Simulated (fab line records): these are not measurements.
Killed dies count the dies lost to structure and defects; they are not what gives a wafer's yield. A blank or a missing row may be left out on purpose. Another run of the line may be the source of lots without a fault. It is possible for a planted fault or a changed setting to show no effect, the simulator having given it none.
Comparing a struck lot with a sound one || flow berkeley-cmos170 || 21 steps out of a route of 331
Sound: the wafers L859.2, L859.5, L859.6. The struck wafers were L861.2, L861.3, L861.4. The cause is named last.
At each step with rows: each side's tool, then ch and its chambers, then its first start. Under that, the readings that differ: sound wafers || struck wafers || difference of the means || sigmas: that difference in standard deviations of wafers without a fault.
alike: readings with means less than 2 such deviations apart, plus words and numbers identical on both sides. not compared: withheld readings, readings lacking a value on some wafer, bounds such as >300 that could conceal the same value, and numbers that have no deviation in the record and whose values overlap.
The two part at a step that has a row with sigmas, a row that says differs or no value, or rows on one side only. When numbers do not overlap yet have no deviation, they are printed without sigmas and do not part them. A reading missing from all wafers of one side parts the sides only when that side holds two or more wafers.

first, 1 step without rows for these wafers: UCB170_ZERO_DEVELOP_05 (develop time 45 s).
UCB170_ZERO_ETCH_06: etches SiO2 in CHF3/CF4/Ar, time 12 s.
  sound on rie-diel-02 ch 2,3, day 2 09:43; struck on rie-diel-01 ch 1,2,3, day 2 19:01
  alike: drypump-motor-current-A, oes-product-au, throttle-valve-pct
  not compared: rf-hours-counter-h
UCB170_ZERO_STRIP_07: strips in O2.
  sound on plasma-asher-03 ch 0,1, day 2 09:44; struck on plasma-asher-01 ch 0,1, day 2 19:02
  alike: drypump-motor-current-A, oes-product-au, strip-time-to-endpoint-s
  not compared: rf-hours-counter-h
then, 2 steps without rows for these wafers: UCB170_NWELL_WET_ETCH_00 (etches SiO2 in dHF, time 200 s); UCB170_NWELL_OXIDATION_01 (target thk 26.4 nm, ox time 1260 s).
UCB170_NWELL_THK_MEAS_02:
  sound on film-metro-04, day 2 16:07; struck on film-metro-04, day 2 23:17
  alike: NWELL_OXIDE_THK
then, 2 steps without rows for these wafers: UCB170_NWELL_ANNEAL_03 (time 900 s); UCB170_NWELL_CVD_04 (deposits Si3N4 from SiH2Cl2/NH3, target thk 224 nm, time 3360 s).
UCB170_NWELL_THK_MEAS_05:
  sound on film-metro-02, day 2 23:27; struck on film-metro-03, day 3 05:39
  alike: NWELL_NITRIDE_THK
then, 3 steps without rows for these wafers: UCB170_NWELL_HMDS_06 (prime time 60 s); UCB170_NWELL_COAT_07 (resist thk 900 nm); UCB170_NWELL_SOFTBAKE_08 (time 60 s).
UCB170_NWELL_EXPOSE_09: exposes mask NWELL, target cd 3000 nm.
  sound on krf-scanner-01 ch 0, day 3 00:19; struck on krf-scanner-01 ch 0, day 3 06:10
{"reading": "mask", "sound": "NWELL#0 NWELL#0 NWELL#0", "struck": "PWELL#0 PWELL#0 PWELL#0", "difference": "differs", "sigmas": ""}
then, 2 steps without rows for these wafers: UCB170_NWELL_PEB_10; UCB170_NWELL_DEVELOP_11 (develop time 45 s).
UCB170_NWELL_OVL_MEAS_12:
  sound on overlay-02, day 3 01:10; struck on overlay-01, day 3 06:32
{"reading": "NWELL_OVL (nm)", "sound": "1 0 -5", "struck": "- - -", "difference": "no value on the struck wafers", "sigmas": ""}
UCB170_NWELL_ETCH_13: etches Si3N4 in CH3F/Ar/O2, stops on SiO2, target depth 246.4 nm, time 154 s.
  sound on rie-diel-03 ch 0,2,3, day 3 01:12; struck on rie-diel-04 ch 0,1,3, day 3 06:34
  alike: drypump-motor-current-A, oes-product-au, throttle-valve-pct
  not compared: rf-hours-counter-h
following that, these wafers have no rows for 1 step: UCB170_NWELL_IMPLANT_14.
UCB170_NWELL_STRIP_15: strips in O2.
  sound on plasma-asher-04 ch 0,1, day 3 01:28; struck on plasma-asher-01 ch 0,1, day 3 06:49
  alike: drypump-motor-current-A, oes-product-au, strip-time-to-endpoint-s
  not compared: rf-hours-counter-h
UCB170_NWELL_TW_MEAS_16:
  sound on film-metro-02, day 3 01:34; struck on film-metro-04, day 3 06:56
{"reading": "NWELL_TW", "sound": "1249 1250 1242", "struck": "30 30 30", "difference": -1217, "sigmas": -76}
then, 1 step without rows for these wafers: UCB170_NWELL_CLEAN_17 (cleans in SPM, time 600 s).

== WHERE THEY PART ==
First at UCB170_NWELL_EXPOSE_09; last, within this record, at UCB170_NWELL_TW_MEAS_16.

WHY: what the simulator had put in
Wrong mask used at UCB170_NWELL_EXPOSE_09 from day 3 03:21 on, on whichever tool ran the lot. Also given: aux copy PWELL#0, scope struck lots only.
